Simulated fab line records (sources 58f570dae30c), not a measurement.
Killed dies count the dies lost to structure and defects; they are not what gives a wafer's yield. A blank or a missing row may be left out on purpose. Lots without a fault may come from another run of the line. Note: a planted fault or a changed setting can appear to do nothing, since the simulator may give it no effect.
Comparing a struck lot with a sound one -- flow berkeleyCmos170 -- 14 out of 331 route steps
Sound: these wafers, L295.2, L295.3, L295.6. Wafers struck: L297.1, L297.3, L297.4. Last of all comes the cause.
Order at every step that has rows: each side's tool, ch and its chambers, its first start. Under that, the readings that differ: sound wafers -- struck wafers -- difference of the means -- sigmas: that difference in standard deviations of wafers without a fault.
alike: same words and numbers on both sides, and readings whose means sit less than 2 such deviations apart. not compared: any withheld reading, any reading some wafer has no value for, any bound like >300 that may hide the same value, and any number with overlapping values for which the record gives no deviation.
Wherever a step has rows on one side only, a row that says differs or no value, or a row with sigmas, the two part there. Non-overlapping numbers with no deviation appear without sigmas and do not part them. A reading missing from all wafers of one side parts the sides only when that side holds two or more wafers.

UCB170_PLDD_TW_MEAS_11:
  struck on filmMetro-04, day 9 15:23; sound on filmMetro-01, day 9 15:09
  alike: PLDD_TW
then, 7 steps without rows for these wafers: UCB170_PLDD_CLEAN_12 (cleans in SPM, time 600 s); UCB170_NLDD_HMDS_00 (prime time 60 s); UCB170_NLDD_COAT_01 (resist thk 900 nm); UCB170_NLDD_SOFTBAKE_02 (time 60 s); UCB170_NLDD_EXPOSE_03 (exposes mask NSELECT, target cd 1200 nm); UCB170_NLDD_PEB_04; UCB170_NLDD_DEVELOP_05 (develop time 45 s).
UCB170_NLDD_CD_MEAS_06: target cd 1200 nm.
  struck on cdSem-01, day 9 18:00; sound on cdSem-01, day 9 18:17
  alike: cdNm
UCB170_NLDD_OVL_MEAS_07:
  struck on overlay-01, day 9 18:07; sound on overlay-01, day 9 18:23
  alike: NLDD_OVL
then, 2 steps without rows for these wafers: UCB170_NLDD_IMPLANT_08; UCB170_NLDD_IMPLANT_09.
UCB170_NLDD_STRIP_10: strips in O2.
  sound on plasmaAsher-04 ch 0,1, day 9 18:43; struck on plasmaAsher-04 ch 0,1, day 9 18:27
  no value came back on the struck wafers for chamberPressureMTorr (mTorr), drypumpMotorCurrentA (A), oesProductAu (a.u.), stripTimeToEndpointS (s); on the sound wafers chamberPressureMTorr (mTorr) reads 3499 3500 3503
reading,sound,struck,difference,sigmas
model.KrF_of_NLDD_COAT_01.thkNm (nm),0 0 0,882.8 884.7 881.4,+883.0,
  not compared: rfHoursCounterH
UCB170_NLDD_TW_MEAS_11:
  struck on filmMetro-02, day 9 18:33; sound on filmMetro-01, day 9 18:50
  alike: NLDD_TW

== WHERE THEY PART ==
Within this record, at UCB170_NLDD_STRIP_10 only. Later steps at which nothing parts them and some readings are alike: UCB170_NLDD_TW_MEAS_11.

WHY: what the simulator had put in
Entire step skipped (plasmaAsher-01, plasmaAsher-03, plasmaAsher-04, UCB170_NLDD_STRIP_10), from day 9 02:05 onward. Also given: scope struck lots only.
